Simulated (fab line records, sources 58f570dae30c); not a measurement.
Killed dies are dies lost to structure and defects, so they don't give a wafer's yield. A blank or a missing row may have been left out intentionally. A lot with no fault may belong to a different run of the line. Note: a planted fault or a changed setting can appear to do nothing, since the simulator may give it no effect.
A struck lot beside a sound one || flow berkeley-cmos170 || 17 out of 331 route steps
Sound: the wafers L404.2, L404.4, L404.6. The struck wafers were L411.2, L411.3, L411.5. At the end, the cause is stated.
For every step that has rows: the tool of each side, followed by ch and its chambers, followed by its first start. Under that, the readings that differ: sound wafers || struck wafers || difference of the means || sigmas: that difference in standard deviations of wafers without a fault.
alike: readings with means less than 2 such deviations apart, plus words and numbers identical on both sides. not compared: withheld readings, readings lacking a value on some wafer, bounds such as >300 that could conceal the same value, and numbers that have no deviation in the record and whose values overlap.
Wherever a step has rows on one side only, a row that says differs or no value, or a row with sigmas, the two part there. Numbers that don't overlap but have no deviation are shown without sigmas and don't part them. A reading missing from all wafers of one side parts the sides only when that side holds two or more wafers.

UCB170_NWELL_THK_MEAS_02:
  sound on film-metro-02, day 3 03:20; struck on film-metro-03, day 4 15:35
  alike: NWELL_OXIDE_THK
then, 2 steps without rows for these wafers: UCB170_NWELL_ANNEAL_03 (time 900 s); UCB170_NWELL_CVD_04 (deposits Si3N4 from SiH2Cl2/NH3, target thk 224 nm, time 3360 s).
UCB170_NWELL_THK_MEAS_05:
  sound on film-metro-03, day 3 12:22; struck on film-metro-01, day 5 03:57
  alike: NWELL_NITRIDE_THK
then, 6 steps without rows for these wafers: UCB170_NWELL_HMDS_06 (prime time 60 s); UCB170_NWELL_COAT_07 (resist thk 900 nm); UCB170_NWELL_SOFTBAKE_08 (time 60 s); UCB170_NWELL_EXPOSE_09 (exposes mask NWELL, target cd 3000 nm); UCB170_NWELL_PEB_10; UCB170_NWELL_DEVELOP_11 (develop time 45 s).
UCB170_NWELL_OVL_MEAS_12:
  sound on overlay-01, day 3 14:02; struck on overlay-01, day 5 05:05
  alike: NWELL_OVL
UCB170_NWELL_ETCH_13: etches Si3N4 in CH3F/Ar/O2, stops on SiO2, target depth 246.4 nm, time 154 s.
  sound on rie-diel-02 ch 1,2, day 3 14:04; struck on rie-diel-01 ch 0,2,3, day 5 05:07
  alike: drypump-motor-current-A, mfc-ar-sccm, oes-product-au, throttle-valve-pct
  not compared: rf-hours-counter-h
UCB170_NWELL_IMPLANT_14:
  sound on implanter-03 ch 0, day 3 14:11; struck on implanter-03 ch 0, day 5 05:15
{"reading": "dose-ions-cm2", "sound": "1.0003e+13 1.0002e+13 1.0003e+13", "struck": "1.1599e+13 1.1603e+13 1.1622e+13", "difference": "+1.6053e+12", "sigmas": "+99 or more"}
{"reading": "faraday-current-uA", "sound": "31.5 31.7 32.0", "struck": "35.8 36.9 36.9", "difference": "+4.8", "sigmas": "+7"}
UCB170_NWELL_STRIP_15: strips in O2.
  sound on plasma-asher-04 ch 0,1, day 3 14:19; struck on plasma-asher-04 ch 0, day 5 05:22
  alike: drypump-motor-current-A, o2-flow-sccm, oes-product-au, strip-time-to-endpoint-s
  not compared: rf-hours-counter-h
UCB170_NWELL_TW_MEAS_16:
  sound on film-metro-01, day 3 14:26; struck on film-metro-03, day 5 05:29
{"reading": "NWELL_TW", "sound": "1247 1237 1245", "struck": "1317 1323 1327", "difference": "+79", "sigmas": "+7"}
then, 1 step without rows for these wafers: UCB170_NWELL_CLEAN_17 (cleans in SPM, time 600 s).
-- the record jumps here: 6 days lie between the struck wafers' starts before and after (it left off in module NWELL and takes up again in module M3, whose first step shown is number 331 of the route) --
UCB170_M3_PROBE_99:
  sound on prober-01, day 9 12:30; struck on prober-01, day 11 10:12
{"reading": "model.etest.nwell-pinched.rs-ohm-sq", "sound": "1305 1286 1298", "struck": "1128 1107 1134", "difference": -173, "sigmas": ""}
{"reading": "model.etest.nwell.rs-ohm-sq", "sound": "856.4 861.7 867.3", "struck": "770.6 768.1 777", "difference": -89.9, "sigmas": ""}
{"reading": "model.etest.nwell.width-nm (nm)", "sound": "2364 2362 2360", "struck": "2415 2432 2431", "difference": "+64", "sigmas": ""}
{"reading": "model.etest.nwell.line-ohm-um", "sound": "363 365.2 368", "struck": "315.1 319.1 317.9", "difference": -48.0, "sigmas": ""}
{"reading": "model.etest.field-p-metal.vt-v (V)", "sound": "-57.92 -56.54 -56.63", "struck": "-64.25 -64.07 -64.46", "difference": -7.23, "sigmas": ""}
{"reading": "model.etest.iso-pplus-pwell.bv-v (V)", "sound": "22.03 21.21 21.48", "struck": "26.72 26.34 26.67", "difference": "+5.00", "sigmas": ""}
{"reading": "model.etest.vpnp.gain", "sound": "11.29 11.48 11.49", "struck": "9.484 9.333 9.423", "difference": -2.007, "sigmas": ""}
{"reading": "model.etest.field-p.vt-v (V)", "sound": "-20.27 -19.96 -20.1", "struck": "-23.93 -22.92 -23.54", "difference": -3.35, "sigmas": ""}

WHERE THEY PART
Last at UCB170_NWELL_TW_MEAS_16 as far as this record goes, first at UCB170_NWELL_IMPLANT_14.

WHY: what had been put in by the simulator
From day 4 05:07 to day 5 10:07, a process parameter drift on implanter-03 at UCB170_NWELL_IMPLANT_14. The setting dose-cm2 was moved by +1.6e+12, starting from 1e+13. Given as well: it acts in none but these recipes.
